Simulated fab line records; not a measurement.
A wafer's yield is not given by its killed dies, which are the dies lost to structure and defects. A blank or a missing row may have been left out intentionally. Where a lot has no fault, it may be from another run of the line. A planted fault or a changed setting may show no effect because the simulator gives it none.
Split-lot trial :: flow berkeleyCmos170 :: 23 wafers read from 5 lots, route of 331 steps

ON THE SPLIT
At UCB170_SILICIDE_SPUTTER_01 (material Ti, target thk 30 nm, time 25 s), the setting timeS was moved away from the recipe's 25 s on 12 of the 23 wafers read, by -10.4% to +8.2%. The other wafers ran this setting at the recipe's value.

SPLIT TO READING: what lies between them in the file, 1 step
- UCB170_SILICIDE_RS_MEAS_02: measures by four-point-probe

THE READING
SILICIDE_TI_THK, in nm, at UCB170_SILICIDE_THK_MEAS_03 (measures by xrf). On this fab line, fault-free wafers typically give 30.6 nm with a standard deviation of 0.56 nm.

wafer: L074.2
tool, chamber at the split: pvdSputter-01, -
timeS as run, s: 25
against the recipe: recipe
SILICIDE_TI_THK, nm: 30.3
against lot-mates on the recipe: -

wafer: L074.3
tool, chamber at the split: pvdSputter-01, -
timeS as run, s: 22.6
against the recipe: -9.6%
SILICIDE_TI_THK, nm: 28.3
against lot-mates on the recipe: -2.6

wafer: L074.4
tool, chamber at the split: pvdSputter-01, -
timeS as run, s: 22.6
against the recipe: -9.6%
SILICIDE_TI_THK, nm: 28.1
against lot-mates on the recipe: -2.8

wafer: L074.5
tool, chamber at the split: pvdSputter-01, -
timeS as run, s: 22.6
against the recipe: -9.6%
SILICIDE_TI_THK, nm: 27.2
against lot-mates on the recipe: -3.7

wafer: L074.6
tool, chamber at the split: pvdSputter-01, -
timeS as run, s: 25
against the recipe: recipe
SILICIDE_TI_THK, nm: 31.4
against lot-mates on the recipe: -

wafer: L075.1
tool, chamber at the split: pvdSputter-04, -
timeS as run, s: 22.59
against the recipe: -9.6%
SILICIDE_TI_THK, nm: 28.6
against lot-mates on the recipe: -2.3

wafer: L075.2
tool, chamber at the split: pvdSputter-04, -
timeS as run, s: 25
against the recipe: recipe
SILICIDE_TI_THK, nm: 30.9
against lot-mates on the recipe: -

wafer: L075.3
tool, chamber at the split: pvdSputter-04, -
timeS as run, s: 25
against the recipe: recipe
SILICIDE_TI_THK, nm: 30.9
against lot-mates on the recipe: -

wafer: L075.4
tool, chamber at the split: pvdSputter-04, -
timeS as run, s: 22.59
against the recipe: -9.6%
SILICIDE_TI_THK, nm: 28.0
against lot-mates on the recipe: -2.9

wafer: L075.5
tool, chamber at the split: pvdSputter-04, -
timeS as run, s: 22.59
against the recipe: -9.6%
SILICIDE_TI_THK, nm: 28.0
against lot-mates on the recipe: -2.9

wafer: L077.2
tool, chamber at the split: pvdSputter-02, -
timeS as run, s: 27.06
against the recipe: +8.2%
SILICIDE_TI_THK, nm: 32.9
against lot-mates on the recipe: +1.8

wafer: L077.3
tool, chamber at the split: pvdSputter-02, -
timeS as run, s: 27.06
against the recipe: +8.2%
SILICIDE_TI_THK, nm: 34.4
against lot-mates on the recipe: +3.2

wafer: L077.4
tool, chamber at the split: pvdSputter-02, -
timeS as run, s: 27.06
against the recipe: +8.2%
SILICIDE_TI_THK, nm: 32.8
against lot-mates on the recipe: +1.6

wafer: L077.5
tool, chamber at the split: pvdSputter-02, -
timeS as run, s: 25
against the recipe: recipe
SILICIDE_TI_THK, nm: 31.8
against lot-mates on the recipe: -

wafer: L077.6
tool, chamber at the split: pvdSputter-02, -
timeS as run, s: 25
against the recipe: recipe
SILICIDE_TI_THK, nm: 30.5
against lot-mates on the recipe: -

wafer: L081.1
tool, chamber at the split: pvdSputter-04, -
timeS as run, s: 25
against the recipe: recipe
SILICIDE_TI_THK, nm: 30.9
against lot-mates on the recipe: -

wafer: L081.2
tool, chamber at the split: pvdSputter-04, -
timeS as run, s: 22.41
against the recipe: -10.4%
SILICIDE_TI_THK, nm: 27.3
against lot-mates on the recipe: -3.1

wafer: L081.3
tool, chamber at the split: pvdSputter-04, -
timeS as run, s: 25
against the recipe: recipe
SILICIDE_TI_THK, nm: 29.9
against lot-mates on the recipe: -

wafer: L081.5
tool, chamber at the split: pvdSputter-04, -
timeS as run, s: 22.41
against the recipe: -10.4%
SILICIDE_TI_THK, nm: 27.3
against lot-mates on the recipe: -3.1

wafer: L081.6
tool, chamber at the split: pvdSputter-04, -
timeS as run, s: 22.41
against the recipe: -10.4%
SILICIDE_TI_THK, nm: 27.7
against lot-mates on the recipe: -2.7

wafer: L082.1
tool, chamber at the split: pvdSputter-02, -
timeS as run, s: 25
against the recipe: recipe
SILICIDE_TI_THK, nm: 29.7
against lot-mates on the recipe: -

wafer: L082.2
tool, chamber at the split: pvdSputter-02, -
timeS as run, s: 25
against the recipe: recipe
SILICIDE_TI_THK, nm: 30.0
against lot-mates on the recipe: -

wafer: L082.5
tool, chamber at the split: pvdSputter-02, -
timeS as run, s: 25
against the recipe: recipe
SILICIDE_TI_THK, nm: 29.9
against lot-mates on the recipe: -

THE FIT
A straight line over all 23 wafers: SILICIDE_TI_THK changes by +0.297 nm for each +1% of timeS; r = +0.95; the points scatter about the line by 0.62 nm.
The same after taking each lot's own level away (the mean of its wafers on the recipe; 23 wafers): +0.285 nm for each +1%; r = +0.97; scatter 0.48 nm.
According to that fit, moving timeS by its largest amount changes the reading by 3 nm.
The span of the lots' own levels, 29.87 to 31.15 nm, comes to 2.3 times the standard deviation stated above.
So the lot-to-lot level changes the slope little: the two slopes agree.
Check: with one of the wafers moved furthest among these (-10.4%) left out of the fit, the line predicts -2.99 nm for it against its lot-mates. Against them it came out at -3.1 nm.

THE WHOLE CHAIN: every reading that the file lists as answering this split, in the file's order
step: UCB170_SILICIDE_SPUTTER_01
what it does: material Ti, target thk 30 nm, time 25 s
reading: Ti_of_SILICIDE_SPUTTER_01.thkNm (the simulator's own value, which no gauge read)
change (the file's fit): +0.292 nm for each +1% of the setting
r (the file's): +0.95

step: UCB170_SILICIDE_RS_MEAS_02
what it does: measures by four-point-probe
reading: SILICIDE_TI_RS
change (the file's fit): -0.315 for each +1% of the setting
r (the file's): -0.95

step: UCB170_SILICIDE_THK_MEAS_03
what it does: measures by xrf
reading: SILICIDE_TI_THK
change (the file's fit): +0.29 for each +1% of the setting
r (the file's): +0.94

THE FILE'S OWN FIT
SILICIDE_TI_THK changes by +0.29 nm for each +1% of timeS, r = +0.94.
